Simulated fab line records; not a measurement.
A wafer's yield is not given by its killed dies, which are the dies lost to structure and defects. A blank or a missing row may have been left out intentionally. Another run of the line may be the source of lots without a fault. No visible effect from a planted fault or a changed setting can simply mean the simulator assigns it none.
2 desks, one fault | flow berkeley_cmos170 | every desk sees just its own numbers, and what lay behind them comes last

== TOOL OWNER'S DESK, rie_diel-01 ==
The tool's own readings at UCB170_ACTIVE_ETCH_15 (etches Si3N4 in CH3F/Ar/O2, stops on SiO2, target depth 242 nm, time 151 s): means of the sampled wafers that have a number, for each lot that ran on this tool. Any lot whose mean is over 4 standard deviations away from the usual mean is out of limits and marked OUT; that distance is given in the brackets.
Columns: A = chamber_pressure_mTorr at UCB170_ACTIVE_ETCH_15, usual 50.01 mTorr; B = drypump_motor_current_A at UCB170_ACTIVE_ETCH_15, usual 5.7 A; C = oes_product_au at UCB170_ACTIVE_ETCH_15, usual 0.944 a.u.; D = run_length_s at UCB170_ACTIVE_ETCH_15, usual 179.3 s; E = throttle_valve_pct at UCB170_ACTIVE_ETCH_15, usual 8.05 %
lot  | first seen here | A     | B   | C     | D               | E
L931 | day 4 12:52     | 50.00 | 5.5 | 0.954 | 179.5           | 8.08
L932 | day 4 18:41     | 50.06 | 5.5 | 0.960 | 179.3           | 8.10
L933 | day 5 04:59     | 49.98 | 5.5 | 0.942 | 179.2           | 8.06
L935 | day 5 12:53     | 50.00 | 6.1 | 0.951 | 179.7           | 8.19
L942 | day 6 19:31     | 50.03 | 5.5 | 0.942 | 179.4           | 8.07
L944 | day 7 16:38     | 50.01 | 6.0 | 0.940 | 179.7           | 8.10
L945 | day 7 19:40     | 50.03 | 5.4 | 0.922 | 185.7 (+14) OUT | 8.13
This desk's verdict: out of limits on L945, starting with L945 at day 7 19:40 (run_length_s at UCB170_ACTIVE_ETCH_15). L931, L932, L933, L935, L942, L944: within limits.

== METROLOGY DESK ==
Lot by lot, what the gauges showed, no matter which tool ran the lot: averages of those sampled wafers that carry a number. Any lot whose mean is over 4 standard deviations away from the usual mean is out of limits and marked OUT; that distance is given in the brackets.
Columns: A = SPACER_TEOS_THK at UCB170_SPACER_THK_MEAS_01, usual 376 nm; B = cd_nm at UCB170_M1_CD_MEAS_90, usual 699.8 nm; C = cd_nm at UCB170_M2_CD_MEAS_15, usual 700.3 nm
lot  | first seen here | A   | B     | C
L929 | day 6 05:14     | 370 | 698.3 | 699.3
L931 | day 6 15:40     | 379 | 700.8 | 701.0
L932 | day 7 04:05     | 379 | 698.9 | 699.3
L933 | day 7 11:19     | 379 | 696.9 | 701.1
L934 | day 7 11:19     | 377 | 701.1 | 700.2
L935 | day 7 23:11     | 374 | 696.9 | 699.6
L937 | day 8 03:56     | 381 | 702.1 | 701.6
L938 | day 8 09:38     | 382 | 702.3 | 702.5
L942 | day 9 01:23     | 379 | 697.2 | 698.1
L943 | day 9 16:31     | 378 | 699.5 | 700.7
L945 | day 9 17:02     | 374 | 699.7 | 700.6
L944 | day 9 17:12     | 379 | 701.8 | 702.6
L950 | day 10 16:59    | 376 | 698.5 | 700.2
This desk's finding: nothing out of limits on any of the 13 lots.

== ALL TOGETHER ==
The tool owner's desk could have raised an alarm at day 7 19:40, on L945.
Metrology desk: nothing out of limits seen.
The metrology desk has L945 on record, within its limits.
UCB170_ACTIVE_ETCH_15 was run on rie_diel-01 by each of the lots named.

== WHAT WAS PUT IN BY THE SIMULATOR ==
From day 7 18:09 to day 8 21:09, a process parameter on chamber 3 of rie_diel-01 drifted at UCB170_ACTIVE_ETCH_15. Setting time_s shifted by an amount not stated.
Lots struck among those shown: L945.
Delay in hours, fault start to first out-of-limits reading, by desk: the tool owner's desk at 2.
